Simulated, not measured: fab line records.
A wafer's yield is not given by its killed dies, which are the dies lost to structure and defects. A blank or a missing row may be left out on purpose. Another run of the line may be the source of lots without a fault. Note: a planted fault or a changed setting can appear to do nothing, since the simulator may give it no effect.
Which tool did it? | flow rit_cmos | Sampling: 13 lots, 38 wafers, 5 of 202 route steps

== WHAT THE GAUGES SHOWED, per wafer ==
The record lacks any reading of a measuring or inspecting step that a usual standard deviation could be used to judge.

== TOOL THAT RAN EACH LOT (tool first, then ch and the chambers of the sampled wafers, then the start) ==
lot  | RIT_NWELL_STRIP_09                  | RIT_SILICIDE_RTA_06             | RIT_CONTACT_EXPOSE_05              | RIT_M1_STRIP_14                     | RIT_M1_PROBE_99
L811 | plasma_asher-02 ch 0,1, day 1 23:43 | rtp_anneal-01 ch 0, day 3 10:25 | iline_stepper-02 ch 0, day 3 11:12 | plasma_asher-01 ch 0,1, day 3 15:05 | -
L812 | plasma_asher-02 ch 0,1, day 2 07:33 | rtp_anneal-02 ch 0, day 3 15:54 | iline_stepper-01 ch 0, day 3 16:40 | plasma_asher-02 ch 0,1, day 3 20:56 | -
L815 | plasma_asher-02 ch 0,1, day 2 20:41 | rtp_anneal-01 ch 0, day 4 07:05 | iline_stepper-01 ch 0, day 4 07:50 | plasma_asher-02 ch 0,1, day 4 11:56 | prober-02, day 4 13:50
L816 | plasma_asher-02 ch 0,1, day 3 01:01 | rtp_anneal-02 ch 0, day 4 09:32 | iline_stepper-01 ch 0, day 4 10:10 | plasma_asher-02 ch 0,1, day 4 14:07 | -
L817 | plasma_asher-03 ch 0, day 3 05:31   | rtp_anneal-01 ch 0, day 4 13:59 | iline_stepper-02 ch 0, day 4 14:45 | plasma_asher-04 ch 0,1, day 4 18:31 | -
L818 | plasma_asher-01 ch 0,1, day 3 09:01 | rtp_anneal-02 ch 0, day 4 19:06 | iline_stepper-02 ch 0, day 4 19:44 | plasma_asher-01 ch 0,1, day 4 23:30 | prober-01, day 5 01:25
L820 | plasma_asher-01 ch 0,1, day 3 20:29 | rtp_anneal-02 ch 0, day 5 07:30 | iline_stepper-02 ch 0, day 5 08:16 | plasma_asher-04 ch 0,1, day 5 12:10 | prober-01, day 5 14:08
L821 | plasma_asher-01 ch 0,1, day 4 02:20 | rtp_anneal-01 ch 0, day 5 10:29 | iline_stepper-01 ch 0, day 5 11:14 | plasma_asher-02 ch 0,1, day 5 15:10 | prober-02, day 5 17:04
L823 | plasma_asher-01 ch 0,1, day 4 10:11 | rtp_anneal-01 ch 0, day 5 19:47 | iline_stepper-01 ch 0, day 5 20:26 | plasma_asher-04 ch 0,1, day 6 00:28 | -
L825 | plasma_asher-03 ch 0,1, day 4 20:12 | rtp_anneal-01 ch 0, day 6 05:52 | iline_stepper-02 ch 0, day 6 06:31 | plasma_asher-02 ch 0,1, day 6 10:25 | -
L830 | plasma_asher-01 ch 0,1, day 5 22:22 | rtp_anneal-02 ch 0, day 7 08:13 | iline_stepper-02 ch 0, day 7 08:58 | plasma_asher-01 ch 0,1, day 7 13:11 | prober-01, day 7 15:08
L832 | plasma_asher-01 ch 0,1, day 6 06:36 | rtp_anneal-02 ch 0, day 7 15:09 | iline_stepper-02 ch 0, day 7 15:55 | plasma_asher-01 ch 0,1, day 7 19:49 | prober-02, day 7 21:47
L833 | plasma_asher-01 ch 0,1, day 6 13:05 | rtp_anneal-01 ch 0, day 7 21:37 | iline_stepper-02 ch 0, day 7 22:14 | plasma_asher-04 ch 0,1, day 8 02:07 | -
- RIT_NWELL_STRIP_09: strips in O2, time 180 s.
- RIT_SILICIDE_RTA_06: time 10 s, ramp up 5 s, ramp down 10 s.
- RIT_CONTACT_EXPOSE_05: exposes mask M11, target cd 1000 nm.
- RIT_M1_STRIP_14: strips in O2, time 180 s.
- RIT_M1_PROBE_99

== AS READ BY THE TOOLS THEMSELVES (means over the sampled wafers that have a number; for cases with no such wafer, the mark the record gives instead) ==
RIT_NWELL_STRIP_09. Usual: drypump_motor_current_A 5.6 A, standard deviation 0.33; o2_flow_sccm 4000 sccm, standard deviation 11.
lot  | tool            | drypump_motor_current_A (A) | o2_flow_sccm (sccm) | flag
L811 | plasma_asher-02 | 5.5                         | 4013                |
L812 | plasma_asher-02 | 5.4                         | 4000                |
L815 | plasma_asher-02 | 5.5                         | 4006                |
L816 | plasma_asher-02 | 5.7                         | 4000                |
L817 | plasma_asher-03 | 5.5                         | 4010                |
L818 | plasma_asher-01 | 5.4                         | 4001                |
L820 | plasma_asher-01 | 5.4                         | 3996                |
L821 | plasma_asher-01 | 5.4                         | 3993                |
L823 | plasma_asher-01 | 5.4                         | 4008                |
L825 | plasma_asher-03 | 5.8                         | 4012                |
L830 | plasma_asher-01 | 5.4                         | 4007                |
L832 | plasma_asher-01 | 5.4                         | 3996                |
L833 | plasma_asher-01 | 5.4                         | 3993                |

RIT_SILICIDE_RTA_06. Usual: wafer_temp_C_max 753.8, standard deviation 0.76.
lot  | tool          | wafer_temp_C_max | flag
L811 | rtp_anneal-01 | 754.1            |
L812 | rtp_anneal-02 | 753.7            |
L815 | rtp_anneal-01 | 754.3            |
L816 | rtp_anneal-02 | 753.6            |
L817 | rtp_anneal-01 | 753.5            |
L818 | rtp_anneal-02 | 753.8            |
L820 | rtp_anneal-02 | 753.9            |
L821 | rtp_anneal-01 | 753.2            |
L823 | rtp_anneal-01 | 754.9            |
L825 | rtp_anneal-01 | 754.1            |
L830 | rtp_anneal-02 | 753.8            |
L832 | rtp_anneal-02 | 753.9            |
L833 | rtp_anneal-01 | 753.5            |

RIT_CONTACT_EXPOSE_05. Usual: exposure_dose_mJ_cm2 249.87, standard deviation 0.27.
lot  | tool             | exposure_dose_mJ_cm2 | flag
L811 | iline_stepper-02 | 249.58               |
L812 | iline_stepper-01 | 249.92               |
L815 | iline_stepper-01 | 249.87               |
L816 | iline_stepper-01 | 249.81               |
L817 | iline_stepper-02 | 249.85               |
L818 | iline_stepper-02 | 249.89               |
L820 | iline_stepper-02 | 249.76               |
L821 | iline_stepper-01 | 249.84               |
L823 | iline_stepper-01 | 248.53               | OFF
L825 | iline_stepper-02 | 249.70               |
L830 | iline_stepper-02 | 249.92               |
L832 | iline_stepper-02 | 250.20               |
L833 | iline_stepper-02 | 249.83               |

RIT_M1_STRIP_14. Usual: drypump_motor_current_A 5.6 A, standard deviation 0.35; o2_flow_sccm 3999 sccm, standard deviation 12.
lot  | tool            | drypump_motor_current_A (A) | o2_flow_sccm (sccm) | flag
L811 | plasma_asher-01 | 5.4                         | 4004                |
L812 | plasma_asher-02 | 5.7                         | 4003                |
L815 | plasma_asher-02 | 5.4                         | 3992                |
L816 | plasma_asher-02 | 5.7                         | 4001                |
L817 | plasma_asher-04 | 5.8                         | 4002                |
L818 | plasma_asher-01 | 5.4                         | 4003                |
L820 | plasma_asher-04 | 5.9                         | 4006                |
L821 | plasma_asher-02 | 5.7                         | 3988                |
L823 | plasma_asher-04 | 5.8                         | 4015                |
L825 | plasma_asher-02 | 5.4                         | 3998                |
L830 | plasma_asher-01 | 5.4                         | 3993                |
L832 | plasma_asher-01 | 5.4                         | 3988                |
L833 | plasma_asher-04 | 5.9                         | 4011                |

RIT_M1_PROBE_99. Usual: killed_at_M0_to_M3 0.0, standard deviation 0.12; killed_at_contacts 0.1, standard deviation 0.27; killed_at_front_end 7, standard deviation 3.1; killed_dies 7, standard deviation 3.1; killed_open 3.3, standard deviation 2.1; killed_short 3.5, standard deviation 2.
lot  | tool      | killed_at_M0_to_M3 | killed_at_contacts | killed_at_front_end | killed_dies | killed_open | killed_short | flag
L815 | prober-02 | 0.0                | 0.0                | 6                   | 6           | 3.0         | 2.7          |
L818 | prober-01 | 0.0                | 0.0                | 7                   | 7           | 4.3         | 2.7          |
L820 | prober-01 | 0.0                | 0.0                | 9                   | 9           | 4.0         | 5.0          |
L821 | prober-02 | 0.0                | 0.0                | 4                   | 4           | 1.7         | 2.0          |
L830 | prober-01 | 0.0                | 0.0                | 5                   | 5           | 3.0         | 2.3          |
L832 | prober-02 | 0.0                | 0.0                | 8                   | 8           | 4.0         | 3.7          |

== THE ANSWER, worked out from the rows above alone ==
Rule: lot off if the mean of its wafers having a number is beyond 3 standard deviations from the usual mean. A lot without any number at a reading at which 4 lots or more have one is off too. The other lots that the step has rows for count as sound. Order of review: gauges by route order, followed by the tools' own readings, for which a lot's mean as printed above is used. The first step at which some lot is off is used, and at that step the reading that is off furthest; a lot without a number counts as furthest.
Off at RIT_CONTACT_EXPOSE_05 (exposure_dose_mJ_cm2): L823.
A tool fits if, at that step or a process step before it, it ran every lot that is off, and no sound lot after the first of them. One candidate fits, namely iline_stepper-01 at RIT_CONTACT_EXPOSE_05. A fault onset in the window from L821 (day 5 11:14, its last sound lot) to L823 (day 5 20:26, its first lot off) fits.
On the lots that are off, the tool's own readings at RIT_CONTACT_EXPOSE_05 differ by more than 5 times the standard deviation of the sound lots' means, which bears it out; exposure_dose_mJ_cm2 reads 248.53 there versus 249.85 on the sound lots.

== WHAT WAS PUT IN BY THE SIMULATOR ==
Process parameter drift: iline_stepper-01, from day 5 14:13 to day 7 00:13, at RIT_CONTACT_EXPOSE_05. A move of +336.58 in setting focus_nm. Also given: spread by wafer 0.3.
Lots struck among those shown: L823. The rule above found the same.
